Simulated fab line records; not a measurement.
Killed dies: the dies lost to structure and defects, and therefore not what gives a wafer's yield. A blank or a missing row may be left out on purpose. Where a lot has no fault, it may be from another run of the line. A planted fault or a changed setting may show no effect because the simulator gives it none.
A lot that was struck, set against a sound lot | flow berkeley cmos170 | 14 steps out of a route of 331
Sound: the wafers L502.2, L502.4, L502.6. Wafers struck: L510.1, L510.4, L510.5. The cause is named last.
Order at every step that has rows: each side's tool, ch and its chambers, its first start. Under that, the readings that differ: sound wafers | struck wafers | difference of the means | sigmas: that difference in standard deviations of wafers without a fault.
alike: a reading whose means differ by less than 2 such deviations, as well as words and numbers matching on both sides. not compared: withheld readings; readings where some wafer has no value; bounds like >300 that might hide an equal value; numbers whose values overlap and for which the record gives no deviation.
A row with sigmas, a row that says differs or no value, or rows on one side alone: a step with any of these is where the two part. When numbers do not overlap yet have no deviation, they are printed without sigmas and do not part them. A reading missing from all wafers of one side parts the sides only when that side holds two or more wafers.

UCB170_GATE_CD_MEAS_12 targets a cd of 350 nm.
  struck on cd sem-01, day 9 15:55; sound on cd sem-02, day 8 06:33
  alike: cd nm
UCB170_GATE_OVL_MEAS_13:
  struck on overlay-02, day 9 16:02; sound on overlay-02, day 8 06:40
  alike: GATE_OVL
UCB170_GATE_ETCH_14: etches BARC in N2/H2.
  sound on rie diel-02 ch 0,1,3, day 8 06:41; struck on rie diel-02 ch 0,1,2, day 9 16:04
  alike: drypump motor current A, h2 flow sccm, oes product au, throttle valve pct
UCB170_GATE_ETCH_15: etches poly-Si in HBr/Cl2, stops on SiO2, time 56.3 s, target depth 278.2 nm.
  sound on rie si-01 ch 0,2,3, day 8 06:44; struck on rie si-02 ch 0,1,3, day 9 16:07
  alike: drypump motor current A, oes product au, throttle valve pct
  not compared: rf hours counter h
UCB170_GATE_STRIP_16: strips in O2.
  sound on plasma asher-03 ch 0,1, day 8 06:47; struck on plasma asher-04 ch 1, day 9 16:10
  alike: drypump motor current A, oes product au
  not compared: rf hours counter h
UCB170_GATE_CD_MEAS_90 targets a cd of 350 nm.
  struck on cd sem-02, day 9 16:16; sound on cd sem-01, day 8 06:54
  alike: cd nm
then, 6 steps without rows for these wafers: UCB170_GATE_CLEAN_17 (cleans in SPM, time 600 s); UCB170_PLDD_HMDS_00 (prime time 60 s); UCB170_PLDD_COAT_01 (resist thk 900 nm); UCB170_PLDD_SOFTBAKE_02 (time 60 s); UCB170_PLDD_EXPOSE_03 (exposes mask PSELECT, target cd 1200 nm); UCB170_PLDD_PEB_04.
UCB170_PLDD_DEVELOP_05: develop time 45 s.
  sound on litho track-04 ch 0, day 8 08:00; struck on litho track-01 ch 0, day 9 18:00
  reading              | sound             | struck            | difference | sigmas
  developer temp C (C) | 21.02 20.96 20.98 | 21.79 21.65 21.80 | +0.76      | +8
UCB170_PLDD_CD_MEAS_06 targets a cd of 1200 nm.
  struck on cd sem-01, day 9 18:30; sound on cd sem-02, day 8 08:22
  alike: cd nm

== WHERE THEY PART ==
Only at UCB170_PLDD_DEVELOP_05, within this record. Later steps at which nothing parts them and some readings are alike: UCB170_PLDD_CD_MEAS_06.

WHY: what had been put in by the simulator
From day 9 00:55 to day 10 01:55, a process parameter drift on litho track-01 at UCB170_PLDD_DEVELOP_05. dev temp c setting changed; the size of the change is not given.
